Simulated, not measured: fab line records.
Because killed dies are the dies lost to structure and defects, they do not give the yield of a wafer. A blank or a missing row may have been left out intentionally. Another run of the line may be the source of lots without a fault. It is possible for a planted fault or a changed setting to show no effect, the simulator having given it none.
A struck lot beside a sound one | flow berkeleyCmos170 | 14 out of 331 route steps
Sound: these wafers, L486.1, L486.2, L486.4. The struck wafers were L498.1, L498.2, L498.3. The cause comes at the end.
Per side, at each step with rows, come the tool, then ch with its chambers, and then its first start. Under that, the readings that differ: sound wafers | struck wafers | difference of the means | sigmas: that difference in standard deviations of wafers without a fault.
alike: readings whose means differ by less than 2 such deviations, and words and numbers that are the same on both sides. not compared: withheld readings, readings that some wafer has no value for, bounds like >300 that may hide the same value, and numbers for which the record gives no deviation and whose values overlap.
A row with sigmas, a row that says differs or no value, or rows on one side alone: a step with any of these is where the two part. Numbers that have no deviation but don't overlap get no sigmas and don't part them. A reading that every wafer of one side lacks parts them only if that side has two wafers or more.

UCB170_PWELL_STRIP_16: strips in O2.
  sound on plasmaAsher-02 ch 0,1, day 4 04:29; struck on plasmaAsher-03 ch 0,1, day 6 19:46
reading                  | sound       | struck      | difference | sigmas
drypumpMotorCurrentA (A) | 6.6 6.5 6.6 | 5.3 5.9 5.3 | -1.1       | -2
  alike: oesProductAu, stripTimeToEndpointS
  not compared: rfHoursCounterH
UCB170_PWELL_TW_MEAS_17:
  struck on filmMetro-02, day 6 19:52; sound on filmMetro-02, day 4 04:35
  alike: PWELL_TW
then, 5 steps without rows for these wafers: UCB170_PWELL_CLEAN_18 (cleans in SPM, time 600 s); UCB170_PWELL_WET_ETCH_19 (etches Si3N4 in H3PO4, time 14400 s); UCB170_PWELL_WET_ETCH_20 (etches SiO2 in BOE, time 22 s); UCB170_WELLDRIVE_CLEAN_00 (cleans in SPM, time 600 s); UCB170_WELLDRIVE_OXIDATION_01 (target thk 199 nm, ox time 9000 s).
UCB170_WELLDRIVE_THK_MEAS_02:
  struck on filmMetro-04, day 7 11:02; sound on filmMetro-01, day 4 16:11
  alike: WELLDRIVE_OXIDE_THK
then, 4 steps without rows for these wafers: UCB170_WELLDRIVE_ANNEAL_03 (time 900 s); UCB170_WELLDRIVE_WET_ETCH_04 (etches SiO2 in BOE, time 120 s); UCB170_ACTIVE_CLEAN_00 (cleans in SPM, time 600 s); UCB170_ACTIVE_CLEAN_01 (cleans in dHF, time 60 s).
UCB170_ACTIVE_OXIDATION_02: target thk 26.4 nm, ox time 1260 s.
  struck on furnace-04, day 7 20:42; sound on furnace-04 ch 0, day 4 20:34
  no value came back on the struck wafers for oxTempC (C), oxTempCMax; on the sound wafers oxTempC (C) reads 1000.0 999.2 1000.6
then, 1 step without rows for these wafers: UCB170_ACTIVE_ANNEAL_04 (time 900 s).

== WHERE THEY PART ==
Last at UCB170_ACTIVE_OXIDATION_02 as far as this record goes, first at UCB170_PWELL_STRIP_16.

WHY: the cause the simulator had injected
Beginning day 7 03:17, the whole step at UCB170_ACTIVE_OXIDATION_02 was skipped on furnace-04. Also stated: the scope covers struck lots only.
